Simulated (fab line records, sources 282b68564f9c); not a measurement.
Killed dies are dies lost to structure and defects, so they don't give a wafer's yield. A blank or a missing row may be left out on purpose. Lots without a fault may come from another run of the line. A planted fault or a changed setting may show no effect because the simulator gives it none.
A struck lot beside a sound one | flow rit_cmos | 19 steps out of a route of 202
Sound: wafers L676.2, L676.3, L676.6. Struck: wafers L680.4, L680.5, L680.6. The cause comes at the end.
At each step with rows: each side's tool, then ch and its chambers, then its first start. Under that, the readings that differ: sound wafers | struck wafers | difference of the means | sigmas: that difference in standard deviations of wafers without a fault.
alike: readings whose means differ by less than 2 such deviations, and words and numbers that are the same on both sides. not compared: withheld readings, readings that some wafer has no value for, bounds like >300 that may hide the same value, and numbers for which the record gives no deviation and whose values overlap.
The two part at a step that has a row with sigmas, a row that says differs or no value, or rows on one side only. Numbers that don't overlap but have no deviation are shown without sigmas and don't part them. A reading that every wafer of one side lacks parts them only if that side has two wafers or more.

RIT_ACTIVE_BOW_MEAS_00:
  sound on film_metro-04, day 1 10:01; struck on film_metro-04, day 2 06:04
  alike: INCOMING_BOW
then, 1 step without rows for these wafers: RIT_ACTIVE_OXIDATION_01 (target thk 46.8 nm, ox time 3360 s).
RIT_ACTIVE_THK_MEAS_02:
  sound on film_metro-03, day 1 12:04; struck on film_metro-03, day 2 08:05
  alike: ACTIVE_OXIDE_THK
RIT_ACTIVE_CVD_03: deposits Si3N4 from SiH2Cl2/NH3, target thk 150 nm, time 1500 s.
  sound on lpcvd-02 ch 0, day 1 12:07; struck on lpcvd-01 ch 1, day 2 08:07
  reading                                  | sound             | struck          | difference | sigmas
  model.Si3N4_of_ACTIVE_CVD_03.thk_nm (nm) | 146.3 146.7 146.4 | 205 205.3 205.7 | +59        |
  alike: pressure_mtorr, spike_tc_centre_C
RIT_ACTIVE_THK_MEAS_04:
  sound on film_metro-04, day 1 14:15; struck on film_metro-01, day 2 09:34
  reading                 | sound             | struck            | difference | sigmas
  ACTIVE_NITRIDE_THK (nm) | 146.3 146.7 146.3 | 204.9 205.4 205.7 | +58.9      | +33
then, 6 steps without rows for these wafers: RIT_ACTIVE_HMDS_05 (prime time 60 s); RIT_ACTIVE_COAT_06 (resist thk 1000 nm); RIT_ACTIVE_SOFTBAKE_07 (time 60 s); RIT_ACTIVE_EXPOSE_08 (exposes mask M1, target cd 1400 nm); RIT_ACTIVE_PEB_09; RIT_ACTIVE_DEVELOP_10 (develop time 50 s).
RIT_ACTIVE_CD_MEAS_11: target cd 1400 nm.
  sound on cd_sem-02, day 1 15:10; struck on cd_sem-01, day 2 10:37
  alike: cd_nm
then, 1 step without rows for these wafers: RIT_ACTIVE_HARDBAKE_12 (time 60 s).
RIT_ACTIVE_ETCH_13: etches Si3N4 in SF6, stops on SiO2, time 210 s, target depth 210 nm.
  sound on rie_diel-02 ch 0,1, day 1 15:25; struck on rie_diel-03 ch 1,2, day 2 10:50
  reading                            | sound             | struck            | difference | sigmas
  oes_product_au (a.u.)              | 0.801 0.820 0.816 | 0.974 0.980 0.971 | +0.163     | +16
  model.etch.depth_nm (nm)           | 146.3 146.7 146.4 | 204.5 205.3 205.1 | +58.5      |
  model.ACTIVE.feature_depth_nm (nm) | 146.3 147.1 146.8 | 204.5 205.4 205.1 | +58.3      |
  alike: drypump_motor_current_A, throttle_valve_pct
  not compared: rf_hours_counter_h
RIT_ACTIVE_STRIP_14: strips in O2, time 180 s.
  sound on plasma_asher-03 ch 0,1, day 1 15:33; struck on plasma_asher-02 ch 0,1, day 2 11:02
  alike: drypump_motor_current_A
  not compared: rf_hours_counter_h
RIT_ACTIVE_CD_MEAS_90: target cd 1400 nm.
  sound on cd_sem-02, day 1 15:45; struck on cd_sem-02, day 2 11:12
  alike: cd_nm
then, 1 step without rows for these wafers: RIT_ACTIVE_CLEAN_15 (cleans in SC1, time 600 s).
RIT_ACTIVE_CLEAN_16: cleans in dHF, time 30 s.
  sound on wet_bench-03 ch 2, day 1 16:02; struck on wet_bench-02 ch 1, day 2 11:26
  reading                                  | sound             | struck            | difference | sigmas
  model.Si3N4_of_ACTIVE_CVD_03.thk_nm (nm) | 145.5 145.9 145.6 | 204.2 204.5 204.9 | +58.9      |
then, 1 step without rows for these wafers: RIT_ACTIVE_CLEAN_17 (cleans in SC2, time 600 s).

WHERE THEY PART
First at RIT_ACTIVE_THK_MEAS_04; last, within this record, at RIT_ACTIVE_ETCH_13. Later steps at which nothing parts them and some readings are alike: RIT_ACTIVE_STRIP_14, RIT_ACTIVE_CD_MEAS_90.

WHY: what the simulator had put in
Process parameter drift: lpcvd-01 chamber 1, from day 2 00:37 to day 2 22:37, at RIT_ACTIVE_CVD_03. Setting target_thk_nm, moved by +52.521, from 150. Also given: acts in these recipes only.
